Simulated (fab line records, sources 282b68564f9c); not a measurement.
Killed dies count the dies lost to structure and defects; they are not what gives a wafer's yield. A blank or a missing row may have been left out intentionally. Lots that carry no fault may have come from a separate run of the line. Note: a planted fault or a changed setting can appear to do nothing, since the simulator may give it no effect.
fab line records	flow ritCmos
record: lots: 5	wafers: 15	lastDay: 7
route steps=202 shown PLDD@118 SPACER@125 NSD@131 PSD@142 SDANNEAL@153 SILICIDE@161 M1@202
lots untouched by any fault: they come from a run of this same line in which no faults occurred
startH: start of the lot's first displayed wafer, in hours after the record's first day	waitH: hours elapsed since this lot's preceding step	" identical to the entry in the row above	L1.1+2: one row covering several wafers at once	- either no value or no given start	* or withheld: withheld	< > ~ a bound
route shown NAME@n: names a module that has steps shown in the file, with the first one's number in the route	usual: the fault-free wafers' mean and standard deviation	same: alike in all rows	chamber/n: place in a boat	sites: the reading at each site	_std_site: the standard deviation of these	_edge_site: outer sites' mean less inner sites'	radiusMm: for every site, how far away it sits from the centre of the wafer	mask NAME#n: copy n	behind: tool/chamber where the wafer was last shaped	hold: cause of the lot's hold/its duration in hours/its outcome	device: whichever transistor did not switch (one of n, p or np)	end of line: the route-end tests of the same wafers	a step with no rows: only its recipe	killed: not the wafer's yield, but the dies lost to structure and defects at the first sort	map: per-die view of a wafer (x killed, . not killed, _ where there is no die)
set.NAME: the setting as run; set.NAME@STEP: as run at that earlier step	model.NAME: the simulator's own value behind a step, which no gauge read
certain route steps with their lots: each step a table, each wafer a row
services: when a tool's chamber went out of use (startH, in hours from the record's first day, below 0 if earlier), for how many hours, and the reason
== steps ==
step: RIT_PLDD_PEB_04
recipe: resist: NOVOLAK	tempC: withheld	timeS: withheld
step: RIT_PLDD_DEVELOP_05
recipe: resist: NOVOLAK	developTimeS: 50	devTempC: 23
step: RIT_PLDD_OVL_MEAS_06
usual: PLDD_OVL: -0.5/1.2
lot.wafer	tool	chamber	startH	waitH	PLDD_OVL[nm]
L613.1	overlay-01	-	66.65	-	-2.2
L613.4	"	-	"	"	-0.7
L613.6	"	-	"	"	-1.3
L614.3	overlay-02	-	69.88	-	-0.6
L614.4	"	-	"	"	-1.5
L614.6	"	-	"	"	-3.5
L623.4	overlay-02	-	126.03	-	2.3
L623.5	"	-	"	"	0.8
L623.6	"	-	"	"	0.5
L628.1	overlay-02	-	144.17	-	0.4
L628.2	"	-	"	"	-1.3
L628.6	"	-	"	"	1.7
L629.2	overlay-02	-	148.89	-	0.0
L629.4	"	-	"	"	0.1
L629.6	"	-	"	"	-1.4
step: RIT_PLDD_HARDBAKE_07
recipe: resist: NOVOLAK	tempC: 140	timeS: 60
step: RIT_PLDD_IMPLANT_08
recipe: species: BF2	energyKev: 20	doseCm2: 9e+14	tiltDeg: 7
step: RIT_PLDD_STRIP_09
recipe: chemistry: O2	timeS: 180	resist: NOVOLAK	platenTempC: withheld	powerW: 500	pressureMtorr: 4000	o2FlowSccm: 4000
usual: chamberPressureMTorr: 4000/3.8	drypumpMotorCurrentA: 5.56/0.26	o2FlowSccm: 4000/13
same: timeS: 180
lot.wafer	tool	chamber	startH	waitH	chamberPressureMTorr	drypumpMotorCurrentA	o2FlowSccm	rfHoursCounterH
L613.1	plasmaAsher-03	1	66.98	0.1	3997	5.69	3999	26
L613.4	"	0	"	"	3999	5.89	3980	-
L613.6	"	0	"	"	3997	5.87	4006	-
L614.3	plasmaAsher-02	1	70.26	0.1	4003	5.35	3999	-
L614.4	"	0	"	"	3999	5.32	4010	-
L614.6	"	0	"	"	4009	5.33	3997	-
L623.4	plasmaAsher-04	0	126.40	0.1	3997	5.90	4010	-
L623.5	"	0	"	"	3998	5.95	4013	-
L623.6	"	1	"	"	4001	5.29	3961	-
L628.1	plasmaAsher-03	1	144.51	0.1	4003	5.70	4007	32
L628.2	"	0	"	"	3997	5.90	3984	32
L628.6	"	1	"	"	3999	5.69	3991	-
L629.2	plasmaAsher-03	0	149.27	0.1	4000	5.88	3991	32
L629.4	"	0	"	"	4004	5.87	3988	-
L629.6	"	0	"	"	4002	5.87	4012	-
step: RIT_PLDD_TW_MEAS_10
usual: PLDD_TW: 2361/15
lot.wafer	tool	chamber	startH	waitH	PLDD_TW
L613.1	filmMetro-02	-	67.16	0.1	2365
L613.4	"	-	"	"	2359
L613.6	"	-	"	"	2384
L614.3	filmMetro-03	-	70.40	0.1	2376
L614.4	"	-	"	"	2389
L614.6	"	-	"	"	2367
L623.4	filmMetro-04	-	126.55	0.1	2339
L623.5	"	-	"	"	2351
L623.6	"	-	"	"	2339
L628.1	filmMetro-04	-	144.69	0.1	2337
L628.2	"	-	"	"	2334
L628.6	"	-	"	"	2332
L629.2	filmMetro-02	-	149.45	0.1	2366
L629.4	"	-	"	"	2368
L629.6	"	-	"	"	2366
step: RIT_SPACER_CLEAN_00
recipe: chemistry: SC1	mix: 3:3:50	timeS: 600	tempC: 75
step: RIT_SPACER_CLEAN_01
recipe: chemistry: dHF	dilution: 50:1	timeS: 30
step: RIT_SPACER_CLEAN_02
recipe: chemistry: SC2	mix: 3:3:50	timeS: 600	tempC: 75	dry: n2Spin
step: RIT_SPACER_CVD_03
recipe: material: Si3N4	targetThkNm: 250	tempC: 810	precursor: SiH2Cl2/NH3	timeS: 3300	pressureMtorr: 300	sih2cl2FlowSccm: 57.16	nh3FlowSccm: 150
step: RIT_SPACER_THK_MEAS_04
recipe: reads: Si3N4_of_SPACER_CVD_03
usual: SPACER_NITRIDE_THK: 245.8/2.7
lot.wafer	tool	chamber	startH	waitH	SPACER_NITRIDE_THK[nm]
L613.1	filmMetro-03	-	69.50	0.0	246.2
L613.4	"	-	"	"	246.8
L613.6	"	-	"	"	247.3
L614.3	filmMetro-01	-	72.74	0.0	241.5
L614.4	"	-	"	"	242.9
L614.6	"	-	"	"	240.8
L623.4	filmMetro-02	-	128.93	0.0	242.9
L623.5	"	-	"	"	243.6
L623.6	"	-	"	"	242.8
L628.1	filmMetro-03	-	147.04	0.0	248.2
L628.2	"	-	"	"	246.0
L628.6	"	-	"	"	248.3
L629.2	filmMetro-03	-	151.81	0.0	243.3
L629.4	"	-	"	"	240.0
L629.6	"	-	"	"	239.4
step: RIT_SPACER_ETCHBACK_05
recipe: targetDepthA: 2500	SF6_flow_sccm: 30	CHF3_flow_sccm: 30	target: Si3N4	chemistry: SF6/CHF3	pressureMtorr: 40	rfW: 250	timeS: 240	stopOn: SiO2
usual: chamberPressureMTorr: 40.00/0.036	drypumpMotorCurrentA: 5.7/0.45	oesProductAu: 0.833/0.016	runLengthS: 268.3/0.46	throttleValvePct: 10.29/0.15
lot.wafer	tool	chamber	startH	waitH	chamberPressureMTorr	drypumpMotorCurrentA	oesProductAu	rfHoursCounterH	runLengthS	throttleValvePct	model.poly-Si_of_GATE_CVD_08.thkNm	model.Si3N4_of_SPACER_CVD_03.thkNm
L613.1	rieDiel-02	2	69.56	0.1	39.93	5.3	0.850	65	267.8	10.11	170.2	192.1
L613.4	"	1	"	"	40.01	5.2	0.845	70	267.5	10.21	169.9	192.3
L613.6	"	0	"	"	40.01	5.8	0.821	-	268.8	10.18	168.4	192.2
L614.3	rieDiel-03	0	72.78	0.0	39.95	5.8	0.842	82	267.7	10.07	168.8	189
L614.4	"	3	"	"	39.94	5.6	0.834	0	268.1	10.33	167.2	190.7
L614.6	"	3	"	"	40.05	5.6	0.827	-	268.5	10.32	165.8	189.2
L623.4	rieDiel-03	1	129.03	0.1	39.97	6.2	0.887	-	251.2	10.50	173.8	195
L623.5	"	2	"	"	39.99	5.8	0.845	-	268.8	10.36	170.8	191.6
L623.6	"	0	"	"	39.95	5.9	0.839	-	268.4	10.07	167.2	190.1
L628.1	rieDiel-02	0	147.10	0.1	40.00	5.8	0.828	39	269.2	10.19	169.8	192.9
L628.2	"	1	"	"	40.00	5.2	0.847	71	267.7	10.23	168.1	192.2
L628.6	"	3	"	"	39.95	6.0	0.849	-	268.3	10.56	169.7	194
L629.2	rieDiel-04	2	151.86	0.0	40.01	6.3	0.817	5	267.6	10.32	163.3	190.9
L629.4	"	1	"	"	39.91	6.2	0.797	123	268.2	10.23	167.1	189.5
L629.6	"	1	"	"	39.96	6.2	0.802	-	268.3	10.21	165.7	188.6
step: RIT_NSD_HMDS_00
recipe: primeTimeS: 60	primeTempC: 140
step: RIT_NSD_COAT_01
recipe: resist: NOVOLAK	spinRpm: 3250	resistThkNm: 1000
step: RIT_NSD_SOFTBAKE_02
recipe: resist: NOVOLAK	tempC: 90	timeS: 60
step: RIT_NSD_EXPOSE_03
recipe: maskId: M9	na: 0.57	targetCdNm: 40700	doseMj: 250
step: RIT_NSD_PEB_04
recipe: resist: NOVOLAK	tempC: withheld	timeS: withheld
step: RIT_NSD_DEVELOP_05
recipe: resist: NOVOLAK	developTimeS: 50	devTempC: 23
step: RIT_NSD_OVL_MEAS_06
usual: NSD_OVL: 0.8/1.5
lot.wafer	tool	chamber	startH	waitH	NSD_OVL[nm]
L613.1	overlay-02	-	70.57	-	1.0
L613.4	"	-	"	"	2.6
L613.6	"	-	"	"	-0.1
L614.3	overlay-01	-	73.92	-	1.6
L614.4	"	-	"	"	1.6
L614.6	"	-	"	"	1.9
L623.4	overlay-01	-	129.97	-	-0.2
L623.5	"	-	"	"	2.0
L623.6	"	-	"	"	-0.5
L628.1	overlay-02	-	148.19	-	2.8
L628.2	"	-	"	"	2.1
L628.6	"	-	"	"	2.0
L629.2	overlay-01	-	153.05	-	0.3
L629.4	"	-	"	"	-0.7
L629.6	"	-	"	"	0.1
step: RIT_NSD_HARDBAKE_07
recipe: resist: NOVOLAK	tempC: 140	timeS: 60
step: RIT_NSD_IMPLANT_08
recipe: species: P	energyKev: 25.33	doseCm2: 1e+15	tiltDeg: 7
step: RIT_NSD_STRIP_09
recipe: chemistry: O2	timeS: 180	resist: NOVOLAK	platenTempC: withheld	powerW: 500	pressureMtorr: 4000	o2FlowSccm: 4000
usual: chamberPressureMTorr: 4001/3.8	drypumpMotorCurrentA: 5.3/0.42	o2FlowSccm: 4001/12
same: timeS: 180
lot.wafer	tool	chamber	startH	waitH	chamberPressureMTorr	drypumpMotorCurrentA	o2FlowSccm	rfHoursCounterH
L613.1	plasmaAsher-01	1	70.99	0.2	4006	4.9	4007	41
L613.4	"	1	"	"	4000	4.9	3993	-
L613.6	"	0	"	"	4002	5.0	4019	-
L614.3	plasmaAsher-01	1	74.30	0.1	4000	4.9	3994	-
L614.4	"	0	"	"	4002	5.0	4010	-
L614.6	"	0	"	"	3999	5.0	3993	-
L623.4	plasmaAsher-04	1	130.35	0.1	3994	5.3	4000	-
L623.5	"	1	"	"	4002	5.3	3995	-
L623.6	"	0	"	"	4007	5.9	3995	-
L628.1	plasmaAsher-04	1	148.64	0.1	3997	5.3	4002	3
L628.2	"	0	"	"	4002	6.0	4008	3
L628.6	"	0	"	"	4001	5.9	3994	-
L629.2	plasmaAsher-04	0	153.38	0.1	4001	6.0	4032	4
L629.4	"	1	"	"	4003	5.3	4008	-
L629.6	"	0	"	"	3999	5.9	4018	-
step: RIT_NSD_TW_MEAS_10
usual: NSD_TW: 3144/22
lot.wafer	tool	chamber	startH	waitH	NSD_TW
L613.1	filmMetro-03	-	71.16	0.1	3175
L613.4	"	-	"	"	3184
L613.6	"	-	"	"	3148
L614.3	filmMetro-02	-	74.44	0.1	3164
L614.4	"	-	"	"	3159
L614.6	"	-	"	"	3163
L623.4	filmMetro-02	-	130.50	0.1	3129
L623.5	"	-	"	"	3145
L623.6	"	-	"	"	3152
L628.1	filmMetro-04	-	148.81	0.1	3130
L628.2	"	-	"	"	3117
L628.6	"	-	"	"	3123
L629.2	filmMetro-03	-	153.57	0.1	3169
L629.4	"	-	"	"	3167
L629.6	"	-	"	"	3179
step: RIT_PSD_HMDS_00
recipe: primeTimeS: 60	primeTempC: 140
step: RIT_PSD_COAT_01
recipe: resist: NOVOLAK	spinRpm: 3250	resistThkNm: 1000
step: RIT_PSD_SOFTBAKE_02
recipe: resist: NOVOLAK	tempC: 90	timeS: 60
step: RIT_PSD_EXPOSE_03
recipe: maskId: M10	na: 0.57	targetCdNm: 40900	doseMj: 250
step: RIT_PSD_PEB_04
recipe: resist: NOVOLAK	tempC: withheld	timeS: withheld
step: RIT_PSD_DEVELOP_05
recipe: resist: NOVOLAK	developTimeS: 50	devTempC: 23
step: RIT_PSD_OVL_MEAS_06
usual: PSD_OVL: 0.6/1.2
lot.wafer	tool	chamber	startH	waitH	PSD_OVL[nm]
L613.1	overlay-01	-	72.07	-	-0.9
L613.4	"	-	"	"	1.2
L613.6	"	-	"	"	0.6
L614.3	overlay-01	-	75.48	-	-0.5
L614.4	"	-	"	"	0.8
L614.6	"	-	"	"	-0.1
L623.4	overlay-02	-	131.39	-	0.0
L623.5	"	-	"	"	-1.2
L623.6	"	-	"	"	2.2
L628.1	overlay-01	-	150.00	-	1.5
L628.2	"	-	"	"	0.2
L628.6	"	-	"	"	1.7
L629.2	overlay-02	-	154.65	-	0.8
L629.4	"	-	"	"	-0.1
L629.6	"	-	"	"	0.4
step: RIT_PSD_HARDBAKE_07
recipe: resist: NOVOLAK	tempC: 140	timeS: 60
step: RIT_PSD_IMPLANT_08
recipe: species: BF2	energyKev: 27	doseCm2: 5e+15	tiltDeg: 7
step: RIT_PSD_STRIP_09
recipe: chemistry: O2	timeS: 180	resist: NOVOLAK	platenTempC: withheld	powerW: 500	pressureMtorr: 4000	o2FlowSccm: 4000
usual: chamberPressureMTorr: 4000/3.5	drypumpMotorCurrentA: 5.4/0.34	o2FlowSccm: 4000/12
same: timeS: 180
lot.wafer	tool	chamber	startH	waitH	chamberPressureMTorr	drypumpMotorCurrentA	o2FlowSccm	rfHoursCounterH
L613.1	plasmaAsher-04	1	72.44	0.1	3996	5.3	4026	42
L613.4	"	0	"	"	4002	5.9	3992	-
L613.6	"	1	"	"	4004	5.3	4018	-
L614.3	plasmaAsher-04	0	75.86	0.1	3998	5.9	4012	-
L614.4	"	1	"	"	3996	5.3	3993	-
L614.6	"	1	"	"	3999	5.3	3988	-
L623.4	plasmaAsher-02	0	131.92	0.2	4002	5.3	4013	-
L623.5	"	1	"	"	3999	5.4	4000	-
L623.6	"	0	"	"	3994	5.3	3995	-
L628.1	plasmaAsher-02	0	150.34	0.1	4000	5.3	3985	55
L628.2	"	1	"	"	4001	5.3	4006	55
L628.6	"	1	"	"	4009	5.4	3992	-
L629.2	plasmaAsher-04	0	155.09	0.1	3999	5.9	3990	4
L629.4	"	1	"	"	4000	5.3	3998	-
L629.6	"	0	"	"	3997	5.9	3997	-
step: RIT_PSD_TW_MEAS_10
usual: PSD_TW: 3443/21
lot.wafer	tool	chamber	startH	waitH	PSD_TW
L613.1	filmMetro-02	-	72.61	0.1	3475
L613.4	"	-	"	"	3457
L613.6	"	-	"	"	3458
L614.3	filmMetro-02	-	76.00	0.1	3471
L614.4	"	-	"	"	3452
L614.6	"	-	"	"	3477
L623.4	filmMetro-02	-	132.07	0.1	3437
L623.5	"	-	"	"	3433
L623.6	"	-	"	"	3435
L628.1	filmMetro-03	-	150.51	0.1	3490
L628.2	"	-	"	"	3472
L628.6	"	-	"	"	3474
L629.2	filmMetro-04	-	155.28	0.1	3416
L629.4	"	-	"	"	3436
L629.6	"	-	"	"	3415
step: RIT_SDANNEAL_CLEAN_00
recipe: chemistry: SC1	mix: 3:3:50	timeS: 600	tempC: 75
step: RIT_SDANNEAL_CLEAN_01
recipe: chemistry: dHF	dilution: 50:1	timeS: 30
step: RIT_SDANNEAL_CLEAN_02
recipe: chemistry: SC2	mix: 3:3:50	timeS: 600	tempC: 75	dry: n2Spin
usual: bathHeatDutyPct: 15.9/2.5	tempC: 75.00/0.12
same: timeS: 600
lot.wafer	tool	chamber	startH	waitH	bathHeatDutyPct	tempC	model.poly-Si_of_GATE_CVD_08.thkNm
L613.1	wetBench-01	3	72.87	0.0	16.8	75.08	165.9
L613.4	"	3	"	"	17.1	75.06	165.5
L613.6	"	3	"	"	19.1	75.13	164
L614.3	wetBench-04	3	76.25	0.0	11.4	75.13	164.4
L614.4	"	3	"	"	13.6	75.09	162.9
L614.6	"	3	"	"	12.4	75.07	161.4
L623.4	wetBench-02	0	132.29	0.0	15.8	75.08	169.4
L623.5	"	0	"	"	15.5	75.04	166.4
L623.6	"	0	"	"	14.4	74.92	162.8
L628.1	wetBench-02	3	150.78	0.0	18.0	75.16	165.4
L628.2	"	3	"	"	19.2	75.04	163.7
L628.6	"	3	"	"	17.6	75.11	165.3
L629.2	wetBench-02	0	155.54	0.0	14.5	74.98	158.9
L629.4	"	0	"	"	16.5	74.90	162.7
L629.6	"	0	"	"	14.6	75.17	161.4
step: RIT_SDANNEAL_RTA_03
recipe: tempC: 1050	timeS: 5	idleTempC: 600	rampUpCPerS: 342	rampDownCPerS: 171	coolToC: 600	ambient: N2
usual: wafer_temp_C_max: 1053.4/1.2
same: timeS: 5
lot.wafer	tool	chamber	startH	waitH	wafer_temp_C_max
L613.1	rtpAnneal-01	0	73.04	0.0	1051.2
L613.4	"	0	"	"	1052.6
L613.6	"	0	"	"	1053.2
L614.3	rtpAnneal-02	0	76.46	0.0	1052.5
L614.4	"	0	"	"	1053.8
L614.6	"	0	"	"	1053.8
L623.4	rtpAnneal-01	0	132.49	0.0	1054.0
L623.5	"	0	"	"	1053.8
L623.6	"	0	"	"	1052.6
L628.1	rtpAnneal-02	0	151.13	0.0	1053.5
L628.2	"	0	"	"	1055.9
L628.6	"	0	"	"	1055.8
L629.2	rtpAnneal-02	0	155.90	0.0	1053.7
L629.4	"	0	"	"	1052.8
L629.6	"	0	"	"	1054.3
step: RIT_SDANNEAL_RS_MEAS_04
recipe: thkMeasGauge: four-point-probe
usual: PSD_RS: 116.06/0.29
lot.wafer	tool	chamber	startH	waitH	PSD_RS[ohm/sq]
L613.1	filmMetro-02	-	73.10	0.0	116.35
L613.4	"	-	"	"	116.47
L613.6	"	-	"	"	116.54
L614.3	filmMetro-03	-	76.54	0.1	115.71
L614.4	"	-	"	"	116.17
L614.6	"	-	"	"	116.02
L623.4	filmMetro-02	-	132.58	0.1	116.36
L623.5	"	-	"	"	116.57
L623.6	"	-	"	"	116.44
L628.1	filmMetro-02	-	151.19	0.0	116.41
L628.2	"	-	"	"	116.33
L628.6	"	-	"	"	116.46
L629.2	filmMetro-02	-	155.96	0.1	116.47
L629.4	"	-	"	"	116.64
L629.6	"	-	"	"	116.22
step: RIT_SDANNEAL_RS_MEAS_05
recipe: thkMeasGauge: four-point-probe
usual: NSD_RS: 84.43/0.28
lot.wafer	tool	chamber	startH	waitH	NSD_RS[ohm/sq]
L613.1	filmMetro-02	-	73.22	0.1	84.18
L613.4	"	-	"	"	84.30
L613.6	"	-	"	"	84.51
L614.3	filmMetro-03	-	76.66	0.1	84.00
L614.4	"	-	"	"	84.30
L614.6	"	-	"	"	84.09
L623.4	filmMetro-02	-	132.70	0.1	84.31
L623.5	"	-	"	"	84.28
L623.6	"	-	"	"	84.02
L628.1	filmMetro-02	-	151.31	0.1	84.32
L628.2	"	-	"	"	84.57
L628.6	"	-	"	"	84.84
L629.2	filmMetro-02	-	156.08	0.1	84.39
L629.4	"	-	"	"	84.66
L629.6	"	-	"	"	84.88
step: RIT_SDANNEAL_RS_MEAS_06
recipe: thkMeasGauge: four-point-probe
usual: PLDD_RS: 178.8/0.47
lot.wafer	tool	chamber	startH	waitH	PLDD_RS[ohm/sq]
L613.1	filmMetro-02	-	73.34	0.1	178.8
L613.4	"	-	"	"	179.4
L613.6	"	-	"	"	179.5
L614.3	filmMetro-03	-	76.78	0.1	177.4
L614.4	"	-	"	"	178.0
L614.6	"	-	"	"	178.1
L623.4	filmMetro-02	-	132.82	0.1	179.1
L623.5	"	-	"	"	179.1
L623.6	"	-	"	"	179.1
L628.1	filmMetro-02	-	151.43	0.1	179.3
L628.2	"	-	"	"	178.9
L628.6	"	-	"	"	179.3
L629.2	filmMetro-02	-	156.20	0.1	179.3
L629.4	"	-	"	"	179.6
L629.6	"	-	"	"	179.3
step: RIT_SILICIDE_WET_ETCH_00
recipe: chemistry: BOE	target: SiO2	targetDepthNm: 14	timeS: 15.47	dry: n2Spin	dilution: 10:1	tempC: 21.5
usual: bathHeatDutyPct: 1.7/0.39	tempC: 21.50/0.096
same: timeS: 15.47
lot.wafer	tool	chamber	startH	waitH	bathHeatDutyPct	tempC	model.Si3N4_of_SPACER_CVD_03.thkNm
L613.1	wetBench-04	3	73.58	0.1	1.4	21.51	190.9
L613.4	"	3	"	"	1.1	21.52	191.1
L613.6	"	3	"	"	1.0	21.62	191
L614.3	wetBench-02	0	76.98	0.1	1.3	21.37	187.9
L614.4	"	0	"	"	1.5	21.42	189.5
L614.6	"	0	"	"	1.5	21.60	188.1
L623.4	wetBench-04	1	133.00	0.0	2.2	21.55	193.9
L623.5	"	1	"	"	2.0	21.50	190.4
L623.6	"	1	"	"	1.8	21.59	189
L628.1	wetBench-04	0	151.67	0.1	1.3	21.40	191.7
L628.2	"	0	"	"	1.5	21.48	191.1
L628.6	"	0	"	"	1.5	21.38	192.9
L629.2	wetBench-03	3	156.42	0.1	1.6	21.52	189.8
L629.4	"	3	"	"	1.9	21.47	188.3
L629.6	"	3	"	"	1.5	21.38	187.5
step: RIT_M1_PROBE_99
usual: killedAtContacts: 0.1/0.25	killedAtFrontEnd: 7/3.2	killedDies: 7/3.2	killedOpen: 3.5/2.2	killedShort: 3.6/2.1
same: grossDies: 264	killed_at_M0_to_M3: 0	killed_at_M4_up: 0	killedAtBackSide: 0	killedAtOther: 0
lot.wafer	tool	chamber	startH	waitH	killedAtContacts	killedAtFrontEnd	killedDies	killedOpen	killedShort
L628.1	prober-02	-	159.91	0.1	0	6	6	3	3
L628.2	prober-02	-	159.96	0.1	0	9	9	5	4
L628.6	prober-02	-	160.16	0.2	0	7	7	1	6
L629.2	prober-02	-	164.82	0.1	0	6	6	2	4
L629.4	prober-02	-	164.92	0.2	0	4	4	3	1
L629.6	prober-02	-	165.02	0.2	0	5	5	2	3
killed by level:class
L628.1 GATE:geometricParticle:open=2 FOX1:geometricParticle:short=1 FOX1:geometricParticle:open=1 GATE:geometricParticle:short=1 REOX:geometricParticle:short=1
L628.2 GATE:geometricParticle:short=3 GATE:geometricParticle:open=2 REOX:geometricParticle:open=2 FOX1:geometricParticle:short=1 SPACER:geometricParticle:open=1
L628.6 FOX1:geometricParticle:short=3 GATE:geometricParticle:short=2 FOX1:geometricParticle:open=1 SPACER:geometricParticle:short=1
L629.2 FOX1:geometricParticle:short=2 FOX2:geometricParticle:short=1 GATE:geometricParticle:open=1 REOX:geometricParticle:open=1 SILICIDE:geometricParticle:short=1
L629.4 REOX:geometricParticle:open=3 REOX:geometricParticle:short=1
L629.6 FOX1:geometricParticle:open=1 FOX1:geometricParticle:short=1 FOX2:geometricParticle:short=1 SPACER:geometricParticle:open=1 SILICIDE:geometricParticle:short=1
== services ==
tool	chamber	startH	hours	kind
plasmaAsher-04	-	43.51	3.7	repair
rieDiel-02	2	47.65	16.1	repair
plasmaAsher-04	-	51.11	3.1	repair
rieDiel-04	2	62.58	1.5	repair
plasmaAsher-03	-	69.14	3.4	repair
plasmaAsher-04	-	77.09	1.1	repair
rtpAnneal-02	-	80.50	6.7	pm
rieDiel-03	2	99.34	4.8	repair
rieDiel-04	3	103.86	3.8	repair
rieDiel-03	-	105.01	0.9	repair
plasmaAsher-04	-	108.75	9.0	pm
plasmaAsher-04	0	108.75	9.0	ventCycle
plasmaAsher-04	1	108.75	9.0	ventCycle
plasmaAsher-04	0	117.75	-	clean
plasmaAsher-04	1	117.75	-	clean
rieDiel-02	3	121.40	9.6	repair
plasmaAsher-03	-	121.61	15.6	pm
rieDiel-03	3	124.09	15.3	repair
plasmaAsher-04	-	131.12	4.3	pm
plasmaAsher-03	-	146.76	0.7	repair
== key ==
firstSign: step: RIT_SPACER_ETCHBACK_05	reading: runLengthS	direction: down	sigmas: 37	usual: *	struck: *
effect: step: RIT_SPACER_ETCHBACK_05	reading: oesProductAu	direction: up	sigmas: 3.4	usual: 0.833	struck: 0.887
modelEffect: step: RIT_SPACER_ETCHBACK_05	value: poly-Si_of_GATE_CVD_08.thkNm	without: 169.3	struck: 173.8
modelEffect: step: RIT_SDANNEAL_CLEAN_02	value: poly-Si_of_GATE_CVD_08.thkNm	without: 164.9	struck: 169.4
modelEffect: step: RIT_SILICIDE_WET_ETCH_00	value: Si3N4_of_SPACER_CVD_03.thkNm	without: 190.3	struck: 193.9
metAt RIT_SPACER_ETCHBACK_05
struckWafers L623.4
testerLeftOut L623
fault: kind: processParameterDrift	tool: rieDiel-03	chamber: 1	onsetH: 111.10	steps: RIT_SPACER_ETCHBACK_05	channel: timeS	offset: *	shape: step	endH: 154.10	actsIn: *	stated: *
testerLeftOut: of these lots the tester's yield and bins aren't shown, on N5 and GAA mostly nor the transistor test; their killed dies are dies lost to structure and defects alone, not to doping, threshold or leakage, so they don't give the yield
